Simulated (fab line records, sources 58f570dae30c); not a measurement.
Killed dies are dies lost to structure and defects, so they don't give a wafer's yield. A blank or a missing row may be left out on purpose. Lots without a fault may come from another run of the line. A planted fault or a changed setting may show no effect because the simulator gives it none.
Which tool did it? | flow berkeley_cmos170 | 15 lots, 45 wafers sampled, at 5 steps of a route of 331

WHAT THE GAUGES READ, wafer by wafer
UCB170_SDANNEAL_RS_MEAS_02: measures by four-point-probe.
lot  | measured     | on            | PSD_RS (ohm/sq)
L954 | day 8 03:24  | film_metro-03 | 75.3 75.3 75.2
L955 | day 8 03:31  | film_metro-01 | 75.8 75.5 75.4
L956 | day 8 04:25  | film_metro-03 | 75.4 75.4 75.4
L960 | day 9 20:40  | film_metro-03 | 75.3 75.6 75.5
L958 | day 9 21:37  | film_metro-02 | 75.3 75.0 74.9
L961 | day 10 02:32 | film_metro-01 | 75.1 75.6 75.6
L962 | day 10 02:59 | film_metro-03 | 75.4 75.2 75.1
L964 | day 10 12:21 | film_metro-03 | 75.6 75.4 75.5
L963 | day 10 12:32 | film_metro-01 | 76.2 76.5 76.4
L966 | day 11 06:10 | film_metro-01 | 75.8 75.5 75.7
L970 | day 12 01:07 | film_metro-01 | 75.1 75.0 75.2
L972 | day 12 16:17 | film_metro-02 | 75.7 75.5 75.3
L974 | day 12 19:04 | film_metro-03 | 75.8 75.4 75.3
L975 | day 12 19:28 | film_metro-02 | 76.0 75.9 75.6
L976 | day 12 19:44 | film_metro-03 | 75.9 75.7 75.8

UCB170_M1_RS_MEAS_01: measures by four-point-probe.
lot  | measured     | on            | M1_AL_RS (ohm/sq)
L954 | day 8 09:03  | film_metro-02 | 0.0485 0.0482 0.0485
L955 | day 8 10:56  | film_metro-02 | 0.0487 0.0485 0.0485
L956 | day 8 11:43  | film_metro-03 | 0.0483 0.0483 0.0488
L960 | day 10 02:04 | film_metro-03 | 0.0484 0.0480 0.0485
L958 | day 10 04:06 | film_metro-02 | 0.0483 0.0482 0.0489
L961 | day 10 10:18 | film_metro-02 | 0.0241 0.0241 0.0240
L962 | day 10 10:19 | film_metro-03 | 0.0496 0.0485 0.0485
L964 | day 10 17:59 | film_metro-02 | 0.0241 0.0239 0.0241
L963 | day 10 18:07 | film_metro-01 | 0.0242 0.0240 0.0243
L966 | day 11 15:28 | film_metro-02 | 0.0487 0.0483 0.0486
L970 | day 12 10:53 | film_metro-02 | 0.0488 0.0495 0.0483
L972 | day 12 21:58 | film_metro-02 | 0.0489 0.0494 0.0498
L974 | day 13 00:52 | film_metro-01 | 0.0486 0.0483 0.0484
L975 | day 13 02:55 | film_metro-03 | 0.0481 0.0482 0.0488
L976 | day 13 02:13 | film_metro-01 | 0.0487 0.0490 0.0485

UCB170_M1_THK_MEAS_02: measures by xrf.
lot  | measured     | on            | M1_AL_THK (nm)
L954 | day 8 09:10  | film_metro-02 | 599 605 600
L955 | day 8 11:04  | film_metro-02 | 598 599 597
L956 | day 8 11:50  | film_metro-03 | 605 608 605
L960 | day 10 02:11 | film_metro-03 | 611 611 606
L958 | day 10 04:11 | film_metro-02 | 607 605 599
L961 | day 10 10:25 | film_metro-02 | 1203 1205 1204
L962 | day 10 10:26 | film_metro-03 | 594 609 609
L964 | day 10 18:07 | film_metro-02 | 1198 1207 1204
L963 | day 10 18:14 | film_metro-01 | 1198 1210 1201
L966 | day 11 15:35 | film_metro-02 | 596 602 598
L970 | day 12 11:01 | film_metro-02 | 595 587 601
L972 | day 12 22:04 | film_metro-02 | 593 588 581
L974 | day 13 00:58 | film_metro-01 | 601 607 610
L975 | day 13 03:02 | film_metro-03 | 611 612 605
L976 | day 13 02:20 | film_metro-01 | 603 599 605

UCB170_M1_OVL_MEAS_10.
lot  | measured     | on         | M1_OVL (nm)
L954 | day 8 10:26  | overlay-02 | 4 9 3
L955 | day 8 12:05  | overlay-01 | 3 -3 2
L956 | day 8 13:08  | overlay-01 | 0 0 -7
L960 | day 10 03:25 | overlay-01 | -5 3 -11
L958 | day 10 05:22 | overlay-02 | -7 -3 -9
L961 | day 10 11:26 | overlay-01 | 8 7 4
L962 | day 10 11:42 | overlay-02 | -4 1 -5
L964 | day 10 19:08 | overlay-01 | -4 -10 -3
L963 | day 10 19:16 | overlay-02 | 3 4 5
L966 | day 11 18:17 | overlay-01 | -14 -8 -7
L970 | day 12 13:17 | overlay-01 | 1 4 -5
L972 | day 12 23:17 | overlay-02 | 2 1 4
L974 | day 13 02:20 | overlay-01 | -2 -6 -1
L975 | day 13 04:09 | overlay-02 | -2 -5 -12
L976 | day 13 03:56 | overlay-02 | 7 4 4

WHICH TOOL RAN EACH LOT (tool, then ch and the chambers of the sampled wafers, then the start)
lot  | UCB170_M1_SPUTTER_00
L954 | pvd_sputter-01, day 8 08:59
L955 | pvd_sputter-03, day 8 10:52
L956 | pvd_sputter-04, day 8 11:39
L960 | pvd_sputter-01, day 10 02:01
L958 | pvd_sputter-04, day 10 03:59
L961 | pvd_sputter-03, day 10 10:01
L962 | pvd_sputter-01, day 10 10:14
L964 | pvd_sputter-03, day 10 17:42
L963 | pvd_sputter-01, day 10 17:50
L966 | pvd_sputter-03, day 11 15:23
L970 | pvd_sputter-01, day 12 10:50
L972 | pvd_sputter-03, day 12 21:52
L974 | pvd_sputter-03, day 13 00:46
L975 | pvd_sputter-01, day 13 02:51
L976 | pvd_sputter-03, day 13 02:08
- UCB170_M1_SPUTTER_00: material Al, target thk 600 nm, time 80 s.

WHAT THE TOOLS THEMSELVES READ (means of the sampled wafers that have a number; where no wafer has one, the mark that the record gives instead)
UCB170_M1_SPUTTER_00.
lot  | tool           | throttle_valve_pct (%)
L954 | pvd_sputter-01 | 29.2
L955 | pvd_sputter-03 | 30.7
L956 | pvd_sputter-04 | 29.8
L960 | pvd_sputter-01 | 29.6
L958 | pvd_sputter-04 | 29.7
L961 | pvd_sputter-03 | 30.8
L962 | pvd_sputter-01 | 29.7
L964 | pvd_sputter-03 | 31.4
L963 | pvd_sputter-01 | 29.7
L966 | pvd_sputter-03 | 31.0
L970 | pvd_sputter-01 | 29.5
L972 | pvd_sputter-03 | 31.5
L974 | pvd_sputter-03 | 31.0
L975 | pvd_sputter-01 | 29.2
L976 | pvd_sputter-03 | 30.7

THE ANSWER, worked out from the rows above alone
Rule: what is usual is taken from the lots themselves. Put in order of their means at a reading, lots are off if they are a third of the lots or fewer, leave a main group of 4 or more, and stand apart from it by a gap of 3 or more times the standard deviation of the main group's means; of several such gaps the widest counts. A main group whose means are all the same, to the digits that the tables above print for the reading, isn't used. A lot without any number at a reading at which 4 lots or more have one is off too. The other lots that the step has rows for count as sound. The gauges are gone through in route order, then the tools' own readings, and for those a lot's mean is taken as printed above. The first step at which some lot is off is used, and at that step the reading that is off furthest; a lot without a number counts as furthest.
Off: L961, L964, L963, at UCB170_M1_RS_MEAS_01 (M1_AL_RS). The main group: mean 0.0486 ohm/sq, standard deviation 0.00029.
A tool fits if, at a process step before that reading, it ran every lot that is off, and no sound lot after the first of them. The gauges at UCB170_M1_RS_MEAS_01 are tried like those tools. None of those tried fits.

WHAT THE SIMULATOR HAD PUT IN
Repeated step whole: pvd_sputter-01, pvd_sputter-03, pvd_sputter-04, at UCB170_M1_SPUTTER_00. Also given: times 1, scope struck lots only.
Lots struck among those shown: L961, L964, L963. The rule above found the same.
